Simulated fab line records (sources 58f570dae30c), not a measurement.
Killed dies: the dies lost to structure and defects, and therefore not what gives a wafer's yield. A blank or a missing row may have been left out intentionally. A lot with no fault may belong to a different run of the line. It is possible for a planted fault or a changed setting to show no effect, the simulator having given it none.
Check for tools in common | flow berkeley_cmos170 | 14 lots and 42 wafers in the sample

## THE REASON FOR OPENING IT
Of 14 lots, 2 have the reading PLDD_RS flagged at UCB170_SDANNEAL_RS_MEAS_04. No-fault wafers: 1031 ohm/sq, standard deviation 3.1.
Rule: flag the lot when none of its wafers has a number, or when each of its wafers that has one lies beyond 4 standard deviations from that mean. As for the other lots, they are considered sound.

lot  | measured     | on            | PLDD_RS (ohm/sq), wafer by wafer | flag
L468 | day 8 10:41  | film_metro-02 | 1030 1027 1027                   |
L471 | day 8 11:10  | film_metro-02 | 1032 1032 1032                   |
L469 | day 8 11:54  | film_metro-02 | 1027 1026 1029                   |
L479 | day 10 08:55 | film_metro-03 | 1032 1031 1034                   |
L478 | day 10 08:56 | film_metro-02 | 969 967 965                      | FLAGGED
L477 | day 10 09:16 | film_metro-01 | 967 971 970                      | FLAGGED
L484 | day 12 02:47 | film_metro-02 | 1029 1027 1029                   |
L483 | day 12 02:58 | film_metro-03 | 1033 1034 1033                   |
L485 | day 12 03:19 | film_metro-02 | 1026 1026 1030                   |
L487 | day 12 10:11 | film_metro-02 | 1032 1030 1029                   |
L489 | day 12 10:27 | film_metro-03 | 1026 1030 1028                   |
L490 | day 12 10:38 | film_metro-01 | 1035 1035 1035                   |
L488 | day 12 10:56 | film_metro-02 | 1027 1025 1026                   |
L491 | day 13 07:04 | film_metro-02 | 1030 1034 1033                   |
On average the flagged lots' numbers are 968 ohm/sq, which is -63 ohm/sq against the usual, or -20 standard deviations.

## LOT BY LOT: THE TOOL USED
2 process steps preceding the reading are held in the record, out of 331 steps in the route. Each cell gives the tool, then ch followed by the chambers the sampled wafers passed through, then the start.
lot  | flag    | UCB170_PLDD_IMPLANT_08          | UCB170_SPACER_CVD_00
L468 |         | implanter-03 ch 0, day 7 16:14  | pecvd-01 ch 1,2, day 7 19:45
L471 |         | implanter-03 ch 0, day 7 20:50  | pecvd-03 ch 0,1,2, day 7 23:06
L469 |         | implanter-04 ch 0, day 7 17:36  | pecvd-02 ch 0,1,2, day 7 21:00
L479 |         | implanter-04 ch 0, day 9 17:02  | pecvd-03 ch 1,2, day 9 19:38
L478 | FLAGGED | implanter-03 ch 0, day 9 16:57  | pecvd-01 ch 0,1,2, day 9 19:38
L477 | FLAGGED | implanter-03 ch 0, day 9 17:19  | pecvd-02 ch 0,2, day 9 19:49
L484 |         | implanter-04 ch 0, day 11 01:23 | pecvd-03 ch 0,2, day 11 04:10
L483 |         | implanter-02 ch 0, day 11 01:19 | pecvd-02 ch 0,2, day 11 03:58
L485 |         | implanter-02 ch 0, day 11 01:44 | pecvd-01 ch 0,1,2, day 11 04:32
L487 |         | implanter-04 ch 0, day 11 18:07 | pecvd-01 ch 0,1,2, day 11 20:41
L489 |         | implanter-04 ch 0, day 11 18:25 | pecvd-03 ch 0,1, day 11 21:17
L490 |         | implanter-02 ch 0, day 11 18:17 | pecvd-02 ch 0,2, day 11 20:59
L488 |         | implanter-04 ch 0, day 11 18:43 | pecvd-01 ch 0,1, day 11 21:46
L491 |         | implanter-04 ch 0, day 12 11:11 | pecvd-03 ch 0,2, day 12 13:39
What these steps do:
- UCB170_PLDD_IMPLANT_08
- UCB170_SPACER_CVD_00: deposits SiO2 from TEOS/O2, target thk 376 nm, time 47 s.
- UCB170_SDANNEAL_RS_MEAS_04: measures by four-point-probe.

## FLAGGED OVER TOTAL, TOOL BY TOOL (the gauges that took the reading come last)
step                       | tool          | lots run | flagged | share of the flagged lots | sound lots run after its first flagged lot
UCB170_PLDD_IMPLANT_08     | implanter-02  | 3        | 0       | none                      | -
UCB170_PLDD_IMPLANT_08     | implanter-03  | 4        | 2       | all                       | 0
UCB170_PLDD_IMPLANT_08     | implanter-04  | 7        | 0       | none                      | -
UCB170_SPACER_CVD_00       | pecvd-01      | 5        | 1       | some                      | 3 (L485,L487,L488)
UCB170_SPACER_CVD_00       | pecvd-02      | 4        | 1       | some                      | 2 (L483,L490)
UCB170_SPACER_CVD_00       | pecvd-03      | 5        | 0       | none                      | -
UCB170_SDANNEAL_RS_MEAS_04 | film_metro-01 | 2        | 1       | some                      | 1 (L490)
UCB170_SDANNEAL_RS_MEAS_04 | film_metro-02 | 9        | 1       | some                      | 5 (L484,L485,L487,L488,L491)
UCB170_SDANNEAL_RS_MEAS_04 | film_metro-03 | 3        | 0       | none                      | -

## WHAT THE TABLE PERMITS
All flagged lots share 1 row of the table, namely implanter-03 at UCB170_PLDD_IMPLANT_08.
- implanter-03 at UCB170_PLDD_IMPLANT_08 ran 4 lots, 2 of them flagged. Last sound lot L471 at day 7 20:50, first flagged lot L478 at day 9 16:57; a fault beginning in between fits. Its own readings lie more than 4 standard deviations out on every wafer of the flagged lots: dose_ions_cm2, faraday_current_uA.
Left over: one tool, implanter-03 at UCB170_PLDD_IMPLANT_08.

## WHAT THE SIMULATOR HAD INSERTED
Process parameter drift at UCB170_PLDD_IMPLANT_08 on implanter-03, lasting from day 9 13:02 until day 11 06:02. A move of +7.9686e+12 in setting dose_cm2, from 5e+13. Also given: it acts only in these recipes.
Shown lots that were struck: L478, L477. This agrees with what the rule above found.
